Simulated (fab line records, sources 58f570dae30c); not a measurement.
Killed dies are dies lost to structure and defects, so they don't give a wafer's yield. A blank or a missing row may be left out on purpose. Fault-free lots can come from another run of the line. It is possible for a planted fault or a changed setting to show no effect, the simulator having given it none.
Split-lot experiment / flow berkeley_cmos170 / route with 331 steps; 5 lots, 23 wafers read

== ABOUT THE SPLIT ==
At UCB170_ACTIVE_EXPOSE_10 (exposes mask ACTIVE, target cd 1200 nm), the setting dose_mj was moved away from the recipe's 20 on 10 of the 23 wafers read, by -6.1% to +7.5%. The other wafers ran this setting at the recipe's value.

== FROM THE SPLIT TO THE READING: what the file shows between them, 5 steps ==
- UCB170_ACTIVE_PEB_11
- UCB170_ACTIVE_DEVELOP_12: develop time 45 s
- UCB170_ACTIVE_CD_MEAS_13: target cd 1200 nm
- UCB170_ACTIVE_ETCH_15: etches Si3N4 in CH3F/Ar/O2, stops on SiO2, target depth 242 nm, time 151 s
- UCB170_ACTIVE_STRIP_16: strips in O2

== THE READING ==
cd_nm (nm) at UCB170_ACTIVE_CD_MEAS_90, where the cd target is 1200 nm. A value of 1200.3 nm with a standard deviation of 1.1 nm is what fault-free wafers of this fab line usually give.

wafer=L078.1; tool, chamber at the split=krf_scanner-01, 0; dose_mj as run=20; against the recipe=recipe; cd_nm, nm=1202.5; against lot-mates on the recipe=-
wafer=L078.2; tool, chamber at the split=krf_scanner-01, 0; dose_mj as run=20; against the recipe=recipe; cd_nm, nm=1201.7; against lot-mates on the recipe=-
wafer=L078.4; tool, chamber at the split=krf_scanner-01, 0; dose_mj as run=20; against the recipe=recipe; cd_nm, nm=1200.5; against lot-mates on the recipe=-
wafer=L079.2; tool, chamber at the split=krf_scanner-02, 0; dose_mj as run=20; against the recipe=recipe; cd_nm, nm=1199.8; against lot-mates on the recipe=-
wafer=L079.3; tool, chamber at the split=krf_scanner-02, 0; dose_mj as run=21.21; against the recipe=+6.0%; cd_nm, nm=1189.2; against lot-mates on the recipe=-9.6
wafer=L079.4; tool, chamber at the split=krf_scanner-02, 0; dose_mj as run=21.21; against the recipe=+6.0%; cd_nm, nm=1189.5; against lot-mates on the recipe=-9.3
wafer=L079.5; tool, chamber at the split=krf_scanner-02, 0; dose_mj as run=20; against the recipe=recipe; cd_nm, nm=1198.3; against lot-mates on the recipe=-
wafer=L079.6; tool, chamber at the split=krf_scanner-02, 0; dose_mj as run=20; against the recipe=recipe; cd_nm, nm=1198.4; against lot-mates on the recipe=-
wafer=L081.1; tool, chamber at the split=krf_scanner-02, 0; dose_mj as run=21.49; against the recipe=+7.5%; cd_nm, nm=1187.7; against lot-mates on the recipe=-11.1
wafer=L081.2; tool, chamber at the split=krf_scanner-02, 0; dose_mj as run=21.49; against the recipe=+7.5%; cd_nm, nm=1186.4; against lot-mates on the recipe=-12.4
wafer=L081.4; tool, chamber at the split=krf_scanner-02, 0; dose_mj as run=20; against the recipe=recipe; cd_nm, nm=1198.9; against lot-mates on the recipe=-
wafer=L081.5; tool, chamber at the split=krf_scanner-02, 0; dose_mj as run=20; against the recipe=recipe; cd_nm, nm=1198.4; against lot-mates on the recipe=-
wafer=L081.6; tool, chamber at the split=krf_scanner-02, 0; dose_mj as run=20; against the recipe=recipe; cd_nm, nm=1199.2; against lot-mates on the recipe=-
wafer=L082.2; tool, chamber at the split=krf_scanner-01, 0; dose_mj as run=20; against the recipe=recipe; cd_nm, nm=1201.0; against lot-mates on the recipe=-
wafer=L082.3; tool, chamber at the split=krf_scanner-01, 0; dose_mj as run=20; against the recipe=recipe; cd_nm, nm=1202.2; against lot-mates on the recipe=-
wafer=L082.4; tool, chamber at the split=krf_scanner-01, 0; dose_mj as run=18.78; against the recipe=-6.1%; cd_nm, nm=1211.9; against lot-mates on the recipe=+10.3
wafer=L082.5; tool, chamber at the split=krf_scanner-01, 0; dose_mj as run=18.78; against the recipe=-6.1%; cd_nm, nm=1212.9; against lot-mates on the recipe=+11.3
wafer=L082.6; tool, chamber at the split=krf_scanner-01, 0; dose_mj as run=18.78; against the recipe=-6.1%; cd_nm, nm=1212.4; against lot-mates on the recipe=+10.8
wafer=L084.1; tool, chamber at the split=krf_scanner-02, 0; dose_mj as run=19.39; against the recipe=-3.0%; cd_nm, nm=1205.6; against lot-mates on the recipe=+5.8
wafer=L084.2; tool, chamber at the split=krf_scanner-02, 0; dose_mj as run=19.39; against the recipe=-3.0%; cd_nm, nm=1205.6; against lot-mates on the recipe=+5.8
wafer=L084.3; tool, chamber at the split=krf_scanner-02, 0; dose_mj as run=19.39; against the recipe=-3.0%; cd_nm, nm=1206.1; against lot-mates on the recipe=+6.3
wafer=L084.4; tool, chamber at the split=krf_scanner-02, 0; dose_mj as run=20; against the recipe=recipe; cd_nm, nm=1199.6; against lot-mates on the recipe=-
wafer=L084.6; tool, chamber at the split=krf_scanner-02, 0; dose_mj as run=20; against the recipe=recipe; cd_nm, nm=1200.0; against lot-mates on the recipe=-

FIT RESULTS
A straight line over all 23 wafers: cd_nm changes by -1.86 nm for each +1% of dose_mj; r = -0.99; the points scatter about the line by 1.2 nm.
The same after taking each lot's own level away (the mean of its wafers on the recipe; 23 wafers): -1.68 nm for each +1%; r = -1.00; scatter 0.66 nm.
Per that fit: largest dose_mj move, reading shift of 12 nm.
From 1198.83 to 1201.60 nm: that is the span of the lots' own levels, equal to 2.5 times the standard deviation above.
So the lot-to-lot level changes the slope: the two fits differ.
Check: with one of the wafers moved furthest among these (+7.5%) left out of the fit, the line predicts -12.5 nm for it against its lot-mates. It came out at -11.1 nm against them.

== OTHER SPLITS ON THESE WAFERS ==
Other splits were also applied to these wafers ahead of the reading. Each is held against what the fit with the lots' levels taken away leaves over:
other split on the same wafers=UCB170_START_OXIDATION_02 ox_time_s; wafers away from the commonest value=18; r with cd_nm (lot level and that fit taken away)=+0.08
other split on the same wafers=UCB170_NWELL_COAT_07 resist_thk_nm; wafers away from the commonest value=7; r with cd_nm (lot level and that fit taken away)=+0.06
other split on the same wafers=UCB170_NWELL_IMPLANT_14 energy_kev; wafers away from the commonest value=8; r with cd_nm (lot level and that fit taken away)=+0.21
other split on the same wafers=UCB170_PWELL_CVD_05 sih2cl2_flow_sccm; wafers away from the commonest value=10; r with cd_nm (lot level and that fit taken away)=-0.12

== THE WHOLE CHAIN: every reading that the file lists as answering this split, in the file's order ==
step=UCB170_ACTIVE_CD_MEAS_13; what it does=target cd 1200 nm; reading=cd_nm; change (the file's fit)=-1.72 nm for each +1% of the setting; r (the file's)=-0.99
step=UCB170_ACTIVE_ETCH_15; what it does=etches Si3N4 in CH3F/Ar/O2, stops on SiO2, target depth 242 nm, time 151 s; reading=ACTIVE.cd_nm (the simulator's own value, which no gauge read); change (the file's fit)=-1.67 nm for each +1% of the setting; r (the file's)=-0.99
step=UCB170_ACTIVE_CD_MEAS_90; what it does=target cd 1200 nm; reading=cd_nm; change (the file's fit)=-1.65 nm for each +1% of the setting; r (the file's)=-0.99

== FILE'S OWN FIT ==
cd_nm changes by -1.65 nm for each +1% of dose_mj, r = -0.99.
